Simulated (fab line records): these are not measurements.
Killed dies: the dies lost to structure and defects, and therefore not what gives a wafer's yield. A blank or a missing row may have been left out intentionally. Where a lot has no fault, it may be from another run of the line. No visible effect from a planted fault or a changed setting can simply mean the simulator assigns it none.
One fault seen from 2 desks || flow rit cmos || only its own numbers are on each desk; what lay behind them is given at the end

== METROLOGY DESK ==
What the gauges read for every lot (on any tool): the sampled wafers with a number, averaged. If a lot's mean is further than 4 standard deviations from the usual mean, the lot is out of limits and carries the mark OUT (the distance appears in the brackets).
Columns: A = cd nm at RIT_ACTIVE_CD_MEAS_90, usual 1399.7 nm; B = NWELL_TW at RIT_NWELL_TW_MEAS_10, usual 2131; C = GATE_OXIDE_THK at RIT_GATE_THK_MEAS_07, usual 3.02 nm
{"lot": "L932", "first seen here": "day 1 15:01", "A": 1400.5, "B": 2133, "C": 3.09}
{"lot": "L933", "first seen here": "day 1 22:01", "A": 1395.5, "B": 2131, "C": 3.06}
{"lot": "L934", "first seen here": "day 2 02:43", "A": 1396.1, "B": 2152, "C": 3.01}
{"lot": "L935", "first seen here": "day 2 06:02", "A": 1402.5, "B": 2126, "C": 2.95}
{"lot": "L936", "first seen here": "day 2 11:59", "A": 1399.0, "B": 2148, "C": 3.09}
{"lot": "L937", "first seen here": "day 2 17:18", "A": 1398.0, "B": 2151, "C": 2.98}
{"lot": "L938", "first seen here": "day 2 21:16", "A": 1400.5, "B": 2132, "C": 3.07}
{"lot": "L939", "first seen here": "day 3 02:32", "A": 1397.0, "B": 2129, "C": 3.05}
{"lot": "L940", "first seen here": "day 3 07:12", "A": 1398.2, "B": 2150, "C": 3.01}
{"lot": "L945", "first seen here": "day 4 10:52", "A": 1402.9, "B": 2140, "C": 3.09}
{"lot": "L946", "first seen here": "day 4 13:22", "A": 1399.4, "B": 2123, "C": "3.43 (+6.8) OUT"}
{"lot": "L948", "first seen here": "day 4 23:01", "A": 1399.2, "B": 2130, "C": "3.45 (+7.1) OUT"}
{"lot": "L954", "first seen here": "day 6 05:24", "A": 1401.3, "B": 2126, "C": 3.01}
This desk finds L946, L948 out of limits, with the earliest case on L946 at day 5 07:56 (GATE_OXIDE_THK at RIT_GATE_THK_MEAS_07). Within limits: L932, L933, L934, L935, L936, L937, L938, L939, L940, L945, L954.

== AT THE TOOL OWNER'S DESK: furnace-03 ==
The tool's own readings at RIT_GATE_OXIDATION_05 (target thk 3 nm, ox time 270 s): means of the sampled wafers that have a number, for each lot that ran on this tool. If a lot's mean is further than 4 standard deviations from the usual mean, the lot is out of limits and carries the mark OUT (the distance appears in the brackets).
Columns: A = zone power source pct at RIT_GATE_OXIDATION_05, usual 28 %
{"lot": "L932", "first seen here": "day 2 11:05", "A": 31}
{"lot": "L933", "first seen here": "day 2 14:55", "A": 31}
{"lot": "L934", "first seen here": "day 2 19:29", "A": 31}
{"lot": "L937", "first seen here": "day 3 11:05", "A": 31}
{"lot": "L938", "first seen here": "day 3 16:38", "A": 31}
{"lot": "L939", "first seen here": "day 3 20:26", "A": 31}
{"lot": "L946", "first seen here": "day 5 06:37", "A": 31}
{"lot": "L948", "first seen here": "day 5 16:47", "A": 31}
This desk's verdict: no lot among the 8 shows anything out of limits.

== BROUGHT TOGETHER ==
On L946, L948, the metrology desk was in a position to raise an alarm at day 5 07:56.
Nothing out of limits was seen by the tool owner's desk.
The tool owner's desk has L946, L948 on record, within its limits.
All the named lots went through RIT_GATE_OXIDATION_05 on furnace-03.

== WHAT HAD BEEN PUT IN BY THE SIMULATOR ==
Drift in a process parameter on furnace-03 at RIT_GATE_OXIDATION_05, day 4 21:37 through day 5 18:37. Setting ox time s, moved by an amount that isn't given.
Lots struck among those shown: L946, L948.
Hours from the fault's start to each desk's first reading out of limits: the metrology desk, 10.
